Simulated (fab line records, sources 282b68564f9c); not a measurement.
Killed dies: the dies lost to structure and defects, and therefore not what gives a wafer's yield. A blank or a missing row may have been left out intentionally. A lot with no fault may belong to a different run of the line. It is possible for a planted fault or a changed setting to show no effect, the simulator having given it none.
8D (eight disciplines) problem report, filled in by code ; flow rit cmos ; the parts of the form that need people (team, actions taken, sign-off) are left out

== 1. PROBLEM STATEMENT ==
Wafers free of any fault read 3.01 nm (standard deviation 0.055) for GATE_OXIDE_THK at RIT_GATE_THK_MEAS_07, against a mean of 3.44 nm on 6 wafers of 2 lots. That puts it +7.8 standard deviations away from the usual mean.
Seen first at day 6 10:05 on film metro-04, wafer L476.1. The record holds 42 wafers of 14 lots with a number at this step. The rule behind "out" and "out of limits": a value lying over 4 standard deviations away from the usual mean. Any other wafer with a number is counted as sound.

== 2. WHAT IT IS AND WHAT IT IS NOT ==
question;is;is not
which readings at this step;GATE_OXIDE_THK;-
which lots;L476, L477;L459, L460, L461, L463, L465, L466, L469, L470, L474, L479, L480, L481
which wafers of those lots;all that have a number;-
read on which gauges;film metro-02, film metro-04;film metro-03
when;from day 6 10:05;"up to then (27 sound wafers); but 9 sound wafers of L479, L480, L481 came after"

== 3. SUSPECTS, AND WHAT RULES EACH OUT ==
Counting: a tool at a process step up to the reading stays a suspect if it ran every lot that is out and no sound lot after the first of them.
- the gauge at RIT_GATE_THK_MEAS_07 has been ruled out. The wafers that are out were read on 2 gauges (film metro-02, film metro-04).
- furnace-01 at RIT_GATE_OXIDATION_05 (target thk 3 nm, ox time 270 s): kept. All lots that are out passed through it, beginning with L476 at day 6 04:54, and no sound lot followed; its final sound lot before that point was L474 at day 5 20:06.
Left after counting: furnace-01 at RIT_GATE_OXIDATION_05.

== 4. THE CAUSE (what the simulator had put in) ==
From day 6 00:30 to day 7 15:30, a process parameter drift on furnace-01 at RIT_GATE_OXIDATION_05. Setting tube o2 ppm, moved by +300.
Only this tool survived the counting.

== 5. THE EFFECT CHAIN, in route order ==
Each row: a reading whose mean over the struck wafers that have a number lies more than 3 standard deviations from the usual. Only readings whose record carries a usual standard deviation are examined. hours: median over the lots of the time between each lot's start at the first step of this table that gives one and its start at this step. sigmas: the change, counted in usual standard deviations.
hours;step;reading;usual;on struck wafers;change;sigmas
0;RIT_GATE_THK_MEAS_07;GATE_OXIDE_THK;3.01 nm;3.44;+0.43;+7.8

== 6. HOW IT WOULD HAVE BEEN CAUGHT EARLIER ==
The first out-of-limits reading at a measuring or inspecting step in this record came at day 6 10:05, 10 hours after the fault's start at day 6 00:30.
Of the tool readings at RIT_GATE_OXIDATION_05 for which the record gives a usual standard deviation, none was out on any struck wafer, so an alarm limit of 4 standard deviations on them would not have fired.
Lots out: 2; of these, L477 started RIT_GATE_OXIDATION_05 on furnace-01 after day 6 10:05. Putting the tool on hold at that point would have spared it.
